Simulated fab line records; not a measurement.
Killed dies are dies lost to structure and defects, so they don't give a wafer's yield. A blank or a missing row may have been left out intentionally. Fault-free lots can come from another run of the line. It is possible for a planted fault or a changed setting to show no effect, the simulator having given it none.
The same fault as seen by 2 desks ; flow rit-cmos ; every desk sees just its own numbers, and what lay behind them comes last

THE METROLOGY DESK
Means of the sampled wafers that have a number, per lot and without regard to the tool the lot ran on: this is what the gauges read. If a lot's mean is further than 4 standard deviations from the usual mean, the lot is out of limits and carries the mark OUT (the distance appears in the brackets).
Columns: A = ACTIVE_OXIDE_THK at RIT_ACTIVE_THK_MEAS_02, usual 46.0 nm; B = cd-nm at RIT_ACTIVE_CD_MEAS_11, usual 1399.9 nm; C = GATE_POLY_THK at RIT_GATE_THK_MEAS_09, usual 248.0 nm
lot;first seen here;A;B;C
L902;day 1 12:05;44.9;1401.8;247.9
L903;day 1 17:30;47.3;1399.8;249.8
L905;day 2 03:04;46.8;1398.7;247.2
L906;day 2 10:34;46.3;1400.3;247.6
L907;day 2 13:33;47.1;1401.7;248.9
L908;day 2 18:04;46.8;1399.6;246.8
L909;day 2 23:04;46.6;1400.1;245.8
L910;day 3 04:04;45.7;1399.1;253.9
L912;day 3 15:07;47.2;1401.1;251.9
L916;day 4 10:05;46.2;1399.6;247.3
L922;day 5 16:27;45.0;1400.6;250.2
L923;day 5 21:08;45.6;1394.1;403.2 (+54) OUT
L925;day 6 09:25;45.9;1397.9;244.5
This desk's finding: out of limits on L923; first on L923, day 6 23:59 (GATE_POLY_THK at RIT_GATE_THK_MEAS_09). L902, L903, L905, L906, L907, L908, L909, L910, L912, L916, L922, L925: within limits.

AT THE TOOL OWNER'S DESK: lpcvd-01
The tool's own readings at RIT_GATE_CVD_08 (deposits poly-Si from SiH4, target thk 250 nm, time 2220 s): means of the sampled wafers that have a number, for each lot that ran on this tool. If a lot's mean is further than 4 standard deviations from the usual mean, the lot is out of limits and carries the mark OUT (the distance appears in the brackets).
Columns: A = spike-tc-load-C at RIT_GATE_CVD_08, usual 633 C
lot;first seen here;A
L903;day 2 16:56;624
L906;day 3 16:29;633
L910;day 4 07:26;624
L912;day 4 15:56;633
L923;day 6 22:22;624
Result from this desk: across the 5 lots, nothing is out of limits.

BROUGHT TOGETHER
An alarm was possible from the metrology desk at day 6 23:59, on L923.
The tool owner's desk saw nothing out of limits.
On record at the tool owner's desk: L923, within its limits.
On lpcvd-01, each named lot ran RIT_GATE_CVD_08.

WHAT THE SIMULATOR HAD INSERTED
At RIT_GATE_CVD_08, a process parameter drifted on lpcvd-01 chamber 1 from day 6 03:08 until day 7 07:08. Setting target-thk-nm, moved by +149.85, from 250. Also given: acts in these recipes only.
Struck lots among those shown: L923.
Hours from the fault's start to each desk's first reading out of limits: the metrology desk, 21.
